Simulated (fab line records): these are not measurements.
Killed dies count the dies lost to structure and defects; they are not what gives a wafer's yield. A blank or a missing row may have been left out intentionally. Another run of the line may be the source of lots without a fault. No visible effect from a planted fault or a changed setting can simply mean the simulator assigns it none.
fab line records	flow ritCmos
record lots=14	wafers=42	lastDay=7
route steps=202 shown M1@188
lots with no fault: from the same line, run without faults
startH: hours from the record's opening day to when the first of the lot's shown wafers began	waitH: how many hours have passed since the lot's step before this one	" repeats the value in the row above	L1.1+2: a single row standing in for several wafers	- either no value or no given start	* or withheld: withheld	< > ~ a bound
route shown NAME@n: NAME is a module with steps in the file, n the number in the route of the first one	usual: mean/standard deviation taken from wafers without a fault	same: alike in all rows	chamber/n: place in a boat	sites: readings site by site	_std_site: how widely they spread, as a standard deviation	_edge_site: the outer-site mean with the inner-site mean subtracted	radiusMm: how far each site lies from the wafer's centre	mask NAME#n: copy n	behind: tool/chamber where the wafer was last shaped	hold: why the lot was held/for how many hours/how that ended	device: whichever transistor did not switch (one of n, p or np)	end of line: the same wafers' tests at the end of the route	a step without rows: its recipe alone	killed: count of dies lost to structure and defects at first sort (not the wafer's yield)	map: shows each die of a wafer: x if killed, . if not, _ if none is there
set.NAME: setting as actually run; set.NAME@STEP: the setting as run at that earlier step	model.NAME: the simulator's own value behind a step, which no gauge read
a sample of lots followed through the steps of the route, with each step as a table and each wafer as a row
## steps
# step RIT_M1_COAT_04
# recipe resist=NOVOLAK	spinRpm=2000	resistThkNm=1300
# usual spinSpeedRpm=1999.9/1.3
lot.wafer	tool	chamber	startH	waitH	spinSpeedRpm
L467.4	lithoTrack-03	0	59.20	0.1	1999.4
L467.5	"	0	"	"	2000.2
L467.6	"	0	"	"	1999.0
L468.1	lithoTrack-03	0	64.87	0.1	2001.1
L468.3	"	0	"	"	2000.6
L468.6	"	0	"	"	2002.0
L470.3	lithoTrack-02	0	74.22	0.1	2001.4
L470.5	"	0	"	"	2001.3
L470.6	"	0	"	"	2001.5
L469.2	lithoTrack-01	0	74.72	0.1	2002.2
L469.3	"	0	"	"	2001.7
L469.6	"	0	"	"	2001.8
L471.2	lithoTrack-02	0	78.31	0.1	2000.2
L471.5	"	0	"	"	1999.6
L471.6	"	0	"	"	1997.4
L473.2	lithoTrack-02	0	86.83	0.1	2002.1
L473.3	"	0	"	"	1999.0
L473.6	"	0	"	"	2001.8
L472.2	lithoTrack-02	0	88.72	0.1	2000.3
L472.3	"	0	"	"	1998.2
L472.4	"	0	"	"	2000.0
L474.3	lithoTrack-02	0	92.34	0.1	2000.6
L474.4	"	0	"	"	1999.3
L474.5	"	0	"	"	1999.5
L475.2	lithoTrack-01	0	95.34	0.1	2000.8
L475.4	"	0	"	"	2000.5
L475.6	"	0	"	"	2000.2
L476.1	lithoTrack-02	0	98.58	0.1	1869.4
L476.4	"	0	"	"	1867.4
L476.5	"	0	"	"	1868.7
L478.1	lithoTrack-03	0	114.66	0.1	2000.2
L478.2	"	0	"	"	1997.2
L478.6	"	0	"	"	1997.7
L480.2	lithoTrack-02	0	120.04	0.1	1866.6
L480.3	"	0	"	"	1868.8
L480.5	"	0	"	"	1869.1
L486.1	lithoTrack-01	0	151.93	0.1	1999.4
L486.2	"	0	"	"	1999.3
L486.4	"	0	"	"	1998.2
L488.2	lithoTrack-01	0	160.32	0.1	1999.6
L488.4	"	0	"	"	1998.2
L488.5	"	0	"	"	1999.7
# step RIT_M1_PROBE_99
# usual defectLimitedYield=97.1/1.3	killedAtContacts=0.1/0.25	killedAtFrontEnd=8/3.3	killedDies=8/3.3	killedOpen=3.9/2.1	killedShort=3.8/2.2	sort_bin_3_pad_short=0.1/0.23	sort_bin_5_function=1.7/0.93	sort_bin_6_memory=1.0/0.68	sortNPass=256/3.3	sortYieldPct=97.1/1.3
# same grossDies=264	killed_at_M0_to_M3=0	killed_at_M4_up=0	killedAtBackSide=0	killedAtOther=0
lot.wafer	tool	chamber	startH	waitH	defectLimitedYield[%]	killedAtContacts	killedAtFrontEnd	killedDies	killedOpen	killedShort	sort_bin_3_pad_short[%]	sort_bin_5_function[%]	sort_bin_6_memory[%]	sortNPass	sortYieldPct[%]
L467.4	prober-01	-	63.67	0.2	96.6	0	9	9	2	7	0	1.9	1.5	255	96.6
L467.5	prober-01	-	63.72	0.2	97.0	0	8	8	6	2	0	1.9	1.1	256	97.0
L467.6	prober-01	-	63.77	0.2	96.6	0	9	9	7	2	0.4	3.0	0	255	96.6
L468.1	prober-02	-	68.39	0.1	94.7	0	14	14	7	7	0	3.4	1.9	250	94.7
L468.3	prober-02	-	68.49	0.2	96.6	0	9	9	3	6	0.8	1.9	0.8	255	96.6
L468.6	prober-02	-	68.64	0.2	98.9	0	3	3	0	3	0	0.4	0.8	261	98.9
L469.2	prober-02	-	79.51	0.1	97.7	0	6	6	5	1	0	1.9	0.4	258	97.7
L469.3	prober-02	-	79.56	0.2	97.0	0	8	8	4	4	0.4	1.5	1.1	256	97.0
L469.6	prober-02	-	79.71	0.2	96.6	0	9	9	4	5	0	3.0	0.4	255	96.6
L470.3	prober-01	-	79.56	0.2	97.7	0	6	6	3	3	0	1.1	1.1	258	97.7
L470.5	prober-01	-	79.66	0.2	98.5	0	4	4	0	4	0.8	0.8	0	260	98.5
L470.6	prober-01	-	79.71	0.2	97.7	0	6	6	3	3	0	1.1	1.1	258	97.7
L471.2	prober-02	-	81.73	0.1	96.6	0	9	9	5	4	0.4	2.3	0.8	255	96.6
L471.5	prober-02	-	81.88	0.2	95.1	0	13	13	7	6	0.4	2.7	1.9	251	95.1
L471.6	prober-02	-	81.93	0.2	93.6	0	17	17	7	10	1.1	3.4	1.9	247	93.6
L473.2	prober-01	-	91.97	0.1	94.7	0	14	14	5	9	0.4	3.4	1.5	250	94.7
L473.3	prober-01	-	92.02	0.2	94.7	0	14	14	7	7	0.4	2.7	2.3	250	94.7
L473.6	prober-01	-	92.17	0.2	95.8	1	10	11	7	4	0	2.3	1.9	253	95.8
L472.2	prober-02	-	92.59	0.1	98.9	0	3	3	2	1	0.4	0.4	0.4	261	98.9
L472.3	prober-02	-	92.64	0.2	96.6	0	9	9	7	2	0	1.5	1.9	255	96.6
L472.4	prober-02	-	92.69	0.2	98.1	0	5	5	2	3	0.4	1.5	0	259	98.1
L474.3	prober-01	-	96.04	0.2	97.7	0	6	6	5	1	0	1.5	0.8	258	97.7
L474.4	prober-01	-	96.09	0.2	98.9	0	3	3	2	1	0	0.4	0.8	261	98.9
L474.5	prober-01	-	96.14	0.2	98.1	0	5	5	5	0	0	1.5	0.4	259	98.1
L475.2	prober-02	-	98.75	0.1	97.0	0	8	8	3	5	0	1.9	1.1	256	97.0
L475.4	prober-02	-	98.85	0.2	98.9	0	3	3	1	2	0	0.8	0.4	261	98.9
L475.6	prober-02	-	98.95	0.2	95.8	0	11	11	7	4	0	2.3	1.9	253	95.8
L476.1	prober-01	-	103.67	0.1	97.7	0	6	6	2	4	0.4	0.4	1.5	258	97.7
L476.4	prober-01	-	103.82	0.2	97.3	0	7	7	3	4	0.4	1.1	1.1	257	97.3
L476.5	prober-01	-	103.87	0.2	97.0	0	8	8	5	3	0	1.1	1.9	256	97.0
L478.1	prober-01	-	118.67	0.1	96.6	0	9	9	6	3	0	1.1	2.3	255	96.6
L478.2	prober-01	-	118.72	0.1	97.0	0	8	8	2	6	0	2.3	0.8	256	97.0
L478.6	prober-01	-	118.92	0.2	95.5	0	12	12	4	8	0	2.7	1.9	252	95.5
L480.2	prober-01	-	123.58	0.1	97.7	0	6	6	4	2	0	1.9	0.4	258	97.7
L480.3	prober-01	-	123.63	0.2	97.7	0	6	6	5	1	0.4	1.1	0.8	258	97.7
L480.5	prober-01	-	123.73	0.2	98.9	0	3	3	0	3	0	0	1.1	261	98.9
L486.1	prober-01	-	155.37	0.1	98.9	0	3	3	1	2	0	0.4	0.8	261	98.9
L486.2	prober-01	-	155.42	0.1	98.5	0	4	4	1	3	0	0.4	1.1	260	98.5
L486.4	prober-01	-	155.52	0.2	97.0	0	8	8	4	4	0	2.7	0.4	256	97.0
L488.2	prober-01	-	163.74	0.1	98.5	0	4	4	1	3	0.4	0.8	0.4	260	98.5
L488.4	prober-01	-	163.84	0.2	96.2	0	10	10	4	6	0.4	1.5	1.9	254	96.2
L488.5	prober-01	-	163.89	0.2	97.0	0	8	8	5	3	0	1.9	1.1	256	97.0
# killed by level:class
L467.4 SILICIDE:geometricParticle:short=3 REOX:geometricParticle:short=2 FOX2:geometricParticle:short=1 GATE:geometricParticle:open=1 GATE:geometricParticle:short=1 SPACER:geometricParticle:open=1
L467.5 GATE:geometricParticle:open=3 SPACER:geometricParticle:short=2 REOX:geometricParticle:open=1 SPACER:geometricParticle:open=1 SILICIDE:geometricParticle:open=1
L467.6 SILICIDE:geometricParticle:open=3 FOX1:geometricParticle:open=2 REOX:geometricParticle:open=1 REOX:geometricParticle:short=1 SPACER:geometricParticle:open=1 SILICIDE:geometricParticle:short=1
L468.1 GATE:geometricParticle:open=4 GATE:geometricParticle:short=3 FOX2:geometricParticle:open=2 FOX1:geometricParticle:short=1 FOX2:geometricParticle:short=1 REOX:geometricParticle:short=1 REOX:geometricParticle:open=1 SILICIDE:geometricParticle:short=1
L468.3 FOX2:geometricParticle:short=2 GATE:geometricParticle:open=2 FOX1:geometricParticle:short=1 GATE:geometricParticle:short=1 SPACER:geometricParticle:short=1 SILICIDE:geometricParticle:short=1 SILICIDE:geometricParticle:open=1
L468.6 GATE:geometricParticle:short=3
L469.2 GATE:geometricParticle:open=2 SILICIDE:geometricParticle:open=2 FOX1:geometricParticle:open=1 GATE:geometricParticle:short=1
L469.3 FOX1:geometricParticle:short=2 GATE:geometricParticle:short=2 FOX1:geometricParticle:open=1 FOX2:geometricParticle:open=1 GATE:geometricParticle:open=1 REOX:geometricParticle:open=1
L470.3 SPACER:geometricParticle:short=2 GATE:geometricParticle:open=1 GATE:geometricParticle:short=1 REOX:geometricParticle:open=1 SILICIDE:geometricParticle:open=1
L470.5 SPACER:geometricParticle:short=2 GATE:geometricParticle:short=1 SILICIDE:geometricParticle:short=1
L469.6 GATE:geometricParticle:short=3 GATE:geometricParticle:open=2 SILICIDE:geometricParticle:open=2 FOX1:geometricParticle:short=1 REOX:geometricParticle:short=1
L470.6 GATE:geometricParticle:open=2 REOX:geometricParticle:short=2 REOX:geometricParticle:open=1 SILICIDE:geometricParticle:short=1
L471.2 GATE:geometricParticle:open=3 GATE:geometricParticle:short=2 FOX2:geometricParticle:short=1 FOX2:geometricParticle:open=1 SPACER:geometricParticle:short=1 SILICIDE:geometricParticle:open=1
L471.5 GATE:geometricParticle:short=4 GATE:geometricParticle:open=3 SPACER:geometricParticle:open=3 FOX1:geometricParticle:open=1 FOX1:geometricParticle:short=1 SILICIDE:geometricParticle:short=1
L471.6 GATE:geometricParticle:short=5 FOX1:geometricParticle:short=3 GATE:geometricParticle:open=3 SPACER:geometricParticle:open=3 SILICIDE:geometricParticle:short=2 SILICIDE:geometricParticle:open=1
L473.2 GATE:geometricParticle:short=5 GATE:geometricParticle:open=3 FOX1:geometricParticle:short=2 REOX:geometricParticle:open=2 REOX:geometricParticle:short=1 SPACER:geometricParticle:short=1
L473.3 GATE:geometricParticle:open=3 REOX:geometricParticle:open=3 FOX1:geometricParticle:short=2 REOX:geometricParticle:short=2 ACTIVE:geometricParticle:short=1 FOX1:geometricParticle:open=1 GATE:geometricParticle:short=1 SILICIDE:geometricParticle:short=1
L473.6 SILICIDE:geometricParticle:open=3 FOX1:geometricParticle:short=2 FOX1:geometricParticle:open=2 GATE:geometricParticle:open=2 REOX:geometricParticle:short=1 CONTACT:geometricParticle:short=1
L472.2 FOX1:geometricParticle:open=1 REOX:geometricParticle:short=1 SPACER:geometricParticle:open=1
L472.3 GATE:geometricParticle:open=5 SILICIDE:geometricParticle:short=2 SILICIDE:geometricParticle:open=2
L472.4 SPACER:geometricParticle:short=2 GATE:geometricParticle:short=1 GATE:geometricParticle:open=1 SILICIDE:geometricParticle:open=1
L474.3 GATE:geometricParticle:open=2 FOX1:geometricParticle:short=1 FOX1:geometricParticle:open=1 REOX:geometricParticle:open=1 SPACER:geometricParticle:open=1
L474.4 GATE:geometricParticle:open=1 SPACER:geometricParticle:short=1 SPACER:geometricParticle:open=1
L474.5 GATE:geometricParticle:open=2 FOX2:geometricParticle:open=1 REOX:geometricParticle:open=1 SILICIDE:geometricParticle:open=1
L475.2 SPACER:geometricParticle:short=2 FOX1:geometricParticle:short=1 FOX1:geometricParticle:open=1 FOX2:geometricParticle:open=1 GATE:geometricParticle:open=1 GATE:geometricParticle:short=1 REOX:geometricParticle:short=1
L475.4 FOX1:geometricParticle:short=1 GATE:geometricParticle:short=1 SPACER:geometricParticle:open=1
L475.6 FOX1:geometricParticle:open=3 GATE:geometricParticle:open=2 REOX:geometricParticle:open=2 FOX1:geometricParticle:short=1 GATE:geometricParticle:short=1 REOX:geometricParticle:short=1 SPACER:geometricParticle:short=1
L476.1 GATE:geometricParticle:open=2 GATE:geometricParticle:short=2 SPACER:geometricParticle:short=2
L476.4 SPACER:geometricParticle:short=2 SILICIDE:geometricParticle:open=2 FOX1:geometricParticle:short=1 FOX2:geometricParticle:open=1 FOX2:geometricParticle:short=1
L476.5 FOX1:geometricParticle:short=2 FOX1:geometricParticle:open=2 SPACER:geometricParticle:open=2 FOX2:geometricParticle:short=1 SILICIDE:geometricParticle:open=1
L478.1 FOX2:geometricParticle:short=2 GATE:geometricParticle:open=2 SPACER:geometricParticle:open=2 SILICIDE:geometricParticle:open=2 GATE:geometricParticle:short=1
L478.2 SILICIDE:geometricParticle:short=3 GATE:geometricParticle:short=2 FOX2:geometricParticle:short=1 GATE:geometricParticle:open=1 SILICIDE:geometricParticle:open=1
L478.6 GATE:geometricParticle:short=5 SPACER:geometricParticle:open=4 REOX:geometricParticle:short=1 SPACER:geometricParticle:short=1 SILICIDE:geometricParticle:short=1
L480.2 SILICIDE:geometricParticle:open=2 FOX1:geometricParticle:open=1 GATE:geometricParticle:open=1 GATE:geometricParticle:short=1 REOX:geometricParticle:short=1
L480.3 GATE:geometricParticle:open=2 REOX:geometricParticle:open=2 GATE:geometricParticle:short=1 SILICIDE:geometricParticle:open=1
L480.5 FOX1:geometricParticle:short=1 FOX2:geometricParticle:short=1 REOX:geometricParticle:short=1
L486.1 GATE:geometricParticle:open=1 SPACER:geometricParticle:short=1 SILICIDE:geometricParticle:short=1
L486.2 GATE:geometricParticle:short=2 GATE:geometricParticle:open=1 SILICIDE:geometricParticle:short=1
L486.4 GATE:geometricParticle:short=2 FOX1:geometricParticle:open=1 FOX1:geometricParticle:short=1 FOX2:geometricParticle:open=1 GATE:geometricParticle:open=1 SPACER:geometricParticle:short=1 SILICIDE:geometricParticle:open=1
L488.2 GATE:geometricParticle:short=2 GATE:geometricParticle:open=1 SILICIDE:geometricParticle:short=1
L488.4 SILICIDE:geometricParticle:short=4 GATE:geometricParticle:open=2 REOX:geometricParticle:open=2 FOX2:geometricParticle:short=1 GATE:geometricParticle:short=1
L488.5 SILICIDE:geometricParticle:open=2 FOX2:geometricParticle:open=1 FOX2:geometricParticle:short=1 GATE:geometricParticle:open=1 GATE:geometricParticle:short=1 REOX:geometricParticle:open=1 SILICIDE:geometricParticle:short=1
## key
firstSign step=RIT_M1_COAT_04	reading=spinSpeedRpm	direction=down	sigmas=99+	usual=1999.9	struck=1868.3
effect none on later readings
metAt RIT_M1_COAT_04
struckLots L476,L480
onsetBetween 92.34 98.58
fault kind=processParameterDrift	tool=lithoTrack-02	chamber=-	onsetH=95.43	steps=RIT_M1_COAT_04	channel=spinRpm	offset=-132.41	shape=step	endH=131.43	actsIn=theseRecipesOnly	stated=2000
